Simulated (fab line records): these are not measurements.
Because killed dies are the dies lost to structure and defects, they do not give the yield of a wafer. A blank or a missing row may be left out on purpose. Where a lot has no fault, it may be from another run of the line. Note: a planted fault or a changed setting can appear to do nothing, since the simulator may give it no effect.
Which tool is to blame? || flow berkeleyCmos170 || 42 wafers from 14 lots sampled at 6 of the route's 331 steps

== WHAT THE GAUGES READ, wafer by wafer ==
UCB170_SDANNEAL_RS_MEAS_02: measures by four-point-probe. Usual: PSD_RS 76.8 ohm/sq, standard deviation 0.31.
{"lot": "L188", "measured": "day 7 17:37", "on": "filmMetro-04", "PSD_RS (ohm/sq)": "77.3 76.9 77.1", "flag": ""}
{"lot": "L190", "measured": "day 8 03:23", "on": "filmMetro-02", "PSD_RS (ohm/sq)": "76.6 76.5 76.5", "flag": ""}
{"lot": "L192", "measured": "day 8 19:30", "on": "filmMetro-02", "PSD_RS (ohm/sq)": "77.2 77.3 77.5", "flag": ""}
{"lot": "L193", "measured": "day 9 04:19", "on": "filmMetro-02", "PSD_RS (ohm/sq)": "76.4 76.6 76.2", "flag": ""}
{"lot": "L195", "measured": "day 9 15:12", "on": "filmMetro-03", "PSD_RS (ohm/sq)": "76.9 76.7 76.7", "flag": ""}
{"lot": "L196", "measured": "day 9 15:39", "on": "filmMetro-04", "PSD_RS (ohm/sq)": "76.5 76.6 76.9", "flag": ""}
{"lot": "L203", "measured": "day 10 18:21", "on": "filmMetro-04", "PSD_RS (ohm/sq)": "76.6 76.7 76.9", "flag": ""}
{"lot": "L202", "measured": "day 10 18:32", "on": "filmMetro-02", "PSD_RS (ohm/sq)": "76.6 76.4 76.5", "flag": ""}
{"lot": "L205", "measured": "day 11 16:37", "on": "filmMetro-03", "PSD_RS (ohm/sq)": "76.8 76.6 76.8", "flag": ""}
{"lot": "L204", "measured": "day 11 20:29", "on": "filmMetro-04", "PSD_RS (ohm/sq)": "76.3 76.5 76.1", "flag": ""}
{"lot": "L208", "measured": "day 11 23:32", "on": "filmMetro-04", "PSD_RS (ohm/sq)": "76.6 76.7 77.0", "flag": ""}
{"lot": "L207", "measured": "day 12 00:01", "on": "filmMetro-02", "PSD_RS (ohm/sq)": "76.5 76.5 76.4", "flag": ""}
{"lot": "L210", "measured": "day 13 00:33", "on": "filmMetro-03", "PSD_RS (ohm/sq)": "77.0 77.0 77.1", "flag": ""}
{"lot": "L209", "measured": "day 13 00:41", "on": "filmMetro-02", "PSD_RS (ohm/sq)": "76.9 76.7 77.0", "flag": ""}

UCB170_CONTACT_THK_MEAS_02. Usual: CONTACT_PSG_THK 699 nm, standard deviation 5.3.
{"lot": "L188", "measured": "day 7 21:38", "on": "filmMetro-04", "CONTACT_PSG_THK (nm)": "695 698 701", "flag": ""}
{"lot": "L190", "measured": "day 8 07:05", "on": "filmMetro-03", "CONTACT_PSG_THK (nm)": "695 699 694", "flag": ""}
{"lot": "L192", "measured": "day 9 00:04", "on": "filmMetro-04", "CONTACT_PSG_THK (nm)": "696 696 695", "flag": ""}
{"lot": "L193", "measured": "day 9 08:05", "on": "filmMetro-01", "CONTACT_PSG_THK (nm)": "693 700 694", "flag": ""}
{"lot": "L195", "measured": "day 9 19:25", "on": "filmMetro-03", "CONTACT_PSG_THK (nm)": "697 696 696", "flag": ""}
{"lot": "L196", "measured": "day 9 21:11", "on": "filmMetro-03", "CONTACT_PSG_THK (nm)": "686 694 690", "flag": ""}
{"lot": "L203", "measured": "day 10 21:11", "on": "filmMetro-01", "CONTACT_PSG_THK (nm)": "710 705 701", "flag": ""}
{"lot": "L202", "measured": "day 10 22:58", "on": "filmMetro-01", "CONTACT_PSG_THK (nm)": "703 702 703", "flag": ""}
{"lot": "L205", "measured": "day 11 20:19", "on": "filmMetro-01", "CONTACT_PSG_THK (nm)": "702 691 696", "flag": ""}
{"lot": "L204", "measured": "day 12 00:11", "on": "filmMetro-04", "CONTACT_PSG_THK (nm)": "703 701 702", "flag": ""}
{"lot": "L208", "measured": "day 12 03:14", "on": "filmMetro-01", "CONTACT_PSG_THK (nm)": "693 695 699", "flag": ""}
{"lot": "L207", "measured": "day 12 02:49", "on": "filmMetro-03", "CONTACT_PSG_THK (nm)": "701 697 694", "flag": ""}
{"lot": "L210", "measured": "day 13 04:16", "on": "filmMetro-01", "CONTACT_PSG_THK (nm)": "687 689 689", "flag": ""}
{"lot": "L209", "measured": "day 13 04:38", "on": "filmMetro-04", "CONTACT_PSG_THK (nm)": "704 703 698", "flag": ""}

UCB170_V1_BOW_MEAS_03. Usual: V1_BOW 17 um, standard deviation 6.5.
{"lot": "L188", "measured": "day 8 03:44", "on": "filmMetro-01", "V1_BOW (um)": "11 14 9", "flag": ""}
{"lot": "L190", "measured": "day 8 19:07", "on": "filmMetro-02", "V1_BOW (um)": "20 16 20", "flag": ""}
{"lot": "L192", "measured": "day 9 07:15", "on": "filmMetro-02", "V1_BOW (um)": "25 17 15", "flag": ""}
{"lot": "L193", "measured": "day 9 14:29", "on": "filmMetro-01", "V1_BOW (um)": "24 19 28", "flag": ""}
{"lot": "L195", "measured": "day 10 03:09", "on": "filmMetro-03", "V1_BOW (um)": "-13 5 4", "flag": ""}
{"lot": "L196", "measured": "day 10 04:31", "on": "filmMetro-03", "V1_BOW (um)": "7 -1 4", "flag": ""}
{"lot": "L203", "measured": "day 11 03:56", "on": "filmMetro-01", "V1_BOW (um)": "21 11 10", "flag": ""}
{"lot": "L202", "measured": "day 11 05:16", "on": "filmMetro-01", "V1_BOW (um)": "14 20 18", "flag": ""}
{"lot": "L205", "measured": "day 12 02:57", "on": "filmMetro-02", "V1_BOW (um)": "19 17 30", "flag": ""}
{"lot": "L204", "measured": "day 12 07:41", "on": "filmMetro-03", "V1_BOW (um)": "19 13 20", "flag": ""}
{"lot": "L208", "measured": "day 12 10:22", "on": "filmMetro-03", "V1_BOW (um)": "30 24 18", "flag": ""}
{"lot": "L207", "measured": "day 12 09:08", "on": "filmMetro-01", "V1_BOW (um)": "7 18 8", "flag": ""}
{"lot": "L210", "measured": "day 13 10:37", "on": "filmMetro-03", "V1_BOW (um)": "31 25 14", "flag": ""}
{"lot": "L209", "measured": "day 13 11:57", "on": "filmMetro-03", "V1_BOW (um)": "15 25 9", "flag": ""}

UCB170_V1_OVL_MEAS_13. Usual: V1_OVL 1 nm, standard deviation 5.7.
{"lot": "L188", "measured": "day 8 07:06", "on": "overlay-02", "V1_OVL (nm)": "1 6 -11", "flag": ""}
{"lot": "L190", "measured": "day 8 21:16", "on": "overlay-01", "V1_OVL (nm)": "-3 0 7", "flag": ""}
{"lot": "L192", "measured": "day 9 08:47", "on": "overlay-02", "V1_OVL (nm)": "-4 0 2", "flag": ""}
{"lot": "L193", "measured": "day 9 15:58", "on": "overlay-01", "V1_OVL (nm)": "-5 -4 -8", "flag": ""}
{"lot": "L195", "measured": "day 10 07:52", "on": "overlay-02", "V1_OVL (nm)": "5 1 7", "flag": ""}
{"lot": "L196", "measured": "day 10 07:54", "on": "overlay-01", "V1_OVL (nm)": "0 4 0", "flag": ""}
{"lot": "L203", "measured": "day 11 05:16", "on": "overlay-02", "V1_OVL (nm)": "-3 -12 -3", "flag": ""}
{"lot": "L202", "measured": "day 11 07:37", "on": "overlay-02", "V1_OVL (nm)": "-5 -3 -11", "flag": ""}
{"lot": "L205", "measured": "day 12 06:08", "on": "overlay-01", "V1_OVL (nm)": "-6 -6 -2", "flag": ""}
{"lot": "L204", "measured": "day 12 09:37", "on": "overlay-01", "V1_OVL (nm)": "4 0 -7", "flag": ""}
{"lot": "L208", "measured": "day 12 13:03", "on": "overlay-01", "V1_OVL (nm)": "2 -1 13", "flag": ""}
{"lot": "L207", "measured": "day 12 11:04", "on": "overlay-02", "V1_OVL (nm)": "-8 2 7", "flag": ""}
{"lot": "L210", "measured": "day 13 13:17", "on": "overlay-02", "V1_OVL (nm)": "0 2 -5", "flag": ""}
{"lot": "L209", "measured": "day 13 13:50", "on": "overlay-02", "V1_OVL (nm)": "8 -1 11", "flag": ""}

UCB170_V1_CD_MEAS_90: the cd target is 700 nm. Usual: 699.4 nm for cdNm, sd 1.9.
{"lot": "L188", "measured": "day 8 07:25", "on": "cdSem-02", "cdNm (nm)": "694.5 696.2 696.2", "flag": ""}
{"lot": "L190", "measured": "day 8 21:36", "on": "cdSem-02", "cdNm (nm)": "702.1 699.6 700.3", "flag": ""}
{"lot": "L192", "measured": "day 9 09:07", "on": "cdSem-01", "cdNm (nm)": "701.0 700.6 700.1", "flag": ""}
{"lot": "L193", "measured": "day 9 16:17", "on": "cdSem-01", "cdNm (nm)": "699.4 698.1 698.4", "flag": ""}
{"lot": "L195", "measured": "day 10 08:11", "on": "cdSem-01", "cdNm (nm)": "- - -", "flag": "OFF"}
{"lot": "L196", "measured": "day 10 08:14", "on": "cdSem-02", "cdNm (nm)": "- - -", "flag": "OFF"}
{"lot": "L203", "measured": "day 11 05:34", "on": "cdSem-02", "cdNm (nm)": "702.0 700.8 700.1", "flag": ""}
{"lot": "L202", "measured": "day 11 07:56", "on": "cdSem-02", "cdNm (nm)": "699.1 698.8 696.2", "flag": ""}
{"lot": "L205", "measured": "day 12 06:29", "on": "cdSem-02", "cdNm (nm)": "698.3 695.9 697.2", "flag": ""}
{"lot": "L204", "measured": "day 12 09:56", "on": "cdSem-01", "cdNm (nm)": "698.6 696.4 696.7", "flag": ""}
{"lot": "L208", "measured": "day 12 13:22", "on": "cdSem-01", "cdNm (nm)": "701.5 701.0 700.7", "flag": ""}
{"lot": "L207", "measured": "day 12 11:24", "on": "cdSem-02", "cdNm (nm)": "699.3 697.5 698.1", "flag": ""}
{"lot": "L210", "measured": "day 13 13:37", "on": "cdSem-01", "cdNm (nm)": "698.4 697.8 695.4", "flag": ""}
{"lot": "L209", "measured": "day 13 14:10", "on": "cdSem-01", "cdNm (nm)": "699.7 699.4 699.5", "flag": ""}

== EACH LOT AND THE TOOL THAT RAN IT (in order: tool; ch and the chambers of the sampled wafers; start) ==
{"lot": "L188", "UCB170_V1_CVD_00": "pecvd-04 ch 0,1, day 8 03:14"}
{"lot": "L190", "UCB170_V1_CVD_00": "pecvd-03 ch 1, day 8 18:30"}
{"lot": "L192", "UCB170_V1_CVD_00": "pecvd-03 ch 1,2, day 9 06:43"}
{"lot": "L193", "UCB170_V1_CVD_00": "pecvd-01 ch 0,1,2, day 9 13:58"}
{"lot": "L195", "UCB170_V1_CVD_00": "pecvd-01 ch 0,1,2, day 10 02:38"}
{"lot": "L196", "UCB170_V1_CVD_00": "pecvd-03 ch 0,1,2, day 10 03:58"}
{"lot": "L203", "UCB170_V1_CVD_00": "pecvd-04 ch 0,1, day 11 03:25"}
{"lot": "L202", "UCB170_V1_CVD_00": "pecvd-04 ch 0,1,2, day 11 04:46"}
{"lot": "L205", "UCB170_V1_CVD_00": "pecvd-01 ch 1,2, day 12 02:24"}
{"lot": "L204", "UCB170_V1_CVD_00": "pecvd-03 ch 1,2, day 12 07:10"}
{"lot": "L208", "UCB170_V1_CVD_00": "pecvd-04 ch 0,1, day 12 09:50"}
{"lot": "L207", "UCB170_V1_CVD_00": "pecvd-01 ch 1,2, day 12 08:35"}
{"lot": "L210", "UCB170_V1_CVD_00": "pecvd-04 ch 0,1,2, day 13 10:05"}
{"lot": "L209", "UCB170_V1_CVD_00": "pecvd-01 ch 0,1, day 13 11:25"}
- UCB170_V1_CVD_00: deposits SiO2 from TEOS/O2, target thk 2000 nm, time 250 s.

== AS READ BY THE TOOLS THEMSELVES (means over the sampled wafers that have a number; for cases with no such wafer, the mark the record gives instead) ==
UCB170_V1_CVD_00. Usual: heaterPowerW 243 W, standard deviation 69; pressureMtorr 9002 mTorr, standard deviation 17.
{"lot": "L188", "tool": "pecvd-04", "heaterPowerW (W)": 288, "pressureMtorr (mTorr)": 8988, "flag": ""}
{"lot": "L190", "tool": "pecvd-03", "heaterPowerW (W)": 145, "pressureMtorr (mTorr)": 8982, "flag": ""}
{"lot": "L192", "tool": "pecvd-03", "heaterPowerW (W)": 190, "pressureMtorr (mTorr)": 8979, "flag": ""}
{"lot": "L193", "tool": "pecvd-01", "heaterPowerW (W)": 226, "pressureMtorr (mTorr)": 8985, "flag": ""}
{"lot": "L195", "tool": "pecvd-01", "heaterPowerW (W)": "-", "pressureMtorr (mTorr)": "-", "flag": "OFF"}
{"lot": "L196", "tool": "pecvd-03", "heaterPowerW (W)": "-", "pressureMtorr (mTorr)": "-", "flag": "OFF"}
{"lot": "L203", "tool": "pecvd-04", "heaterPowerW (W)": 285, "pressureMtorr (mTorr)": 9010, "flag": ""}
{"lot": "L202", "tool": "pecvd-04", "heaterPowerW (W)": 317, "pressureMtorr (mTorr)": 9005, "flag": ""}
{"lot": "L205", "tool": "pecvd-01", "heaterPowerW (W)": 187, "pressureMtorr (mTorr)": 9011, "flag": ""}
{"lot": "L204", "tool": "pecvd-03", "heaterPowerW (W)": 212, "pressureMtorr (mTorr)": 9018, "flag": ""}
{"lot": "L208", "tool": "pecvd-04", "heaterPowerW (W)": 310, "pressureMtorr (mTorr)": 9008, "flag": ""}
{"lot": "L207", "tool": "pecvd-01", "heaterPowerW (W)": 195, "pressureMtorr (mTorr)": 8987, "flag": ""}
{"lot": "L210", "tool": "pecvd-04", "heaterPowerW (W)": 290, "pressureMtorr (mTorr)": 9017, "flag": ""}
{"lot": "L209", "tool": "pecvd-01", "heaterPowerW (W)": 197, "pressureMtorr (mTorr)": 8992, "flag": ""}

== THE ANSWER, worked out from the rows above alone ==
Rule: a lot counts as off when the mean over its wafers that have a number is more than 3 standard deviations away from the usual mean. Also off: a lot with no number at a reading for which 4 or more lots have one. The other lots that the step has rows for count as sound. First the gauges in route order, then the tools' own readings, where a lot's mean is used as printed above. At the first step where some lot is off, the reading lying furthest off is the one used; lots without a number count as furthest.
Off: L195, L196, at UCB170_V1_CD_MEAS_90 (cdNm). Without a number there: L195, L196.
A tool fits if, at a process step before that reading, it ran every lot that is off, and no sound lot after the first of them. Not tried: the gauges at UCB170_V1_CD_MEAS_90; whatever is off there is also off at UCB170_V1_CVD_00, on other tools, and gauge error can't account for it. None of those tried fits.

== WHAT WAS PUT IN BY THE SIMULATOR ==
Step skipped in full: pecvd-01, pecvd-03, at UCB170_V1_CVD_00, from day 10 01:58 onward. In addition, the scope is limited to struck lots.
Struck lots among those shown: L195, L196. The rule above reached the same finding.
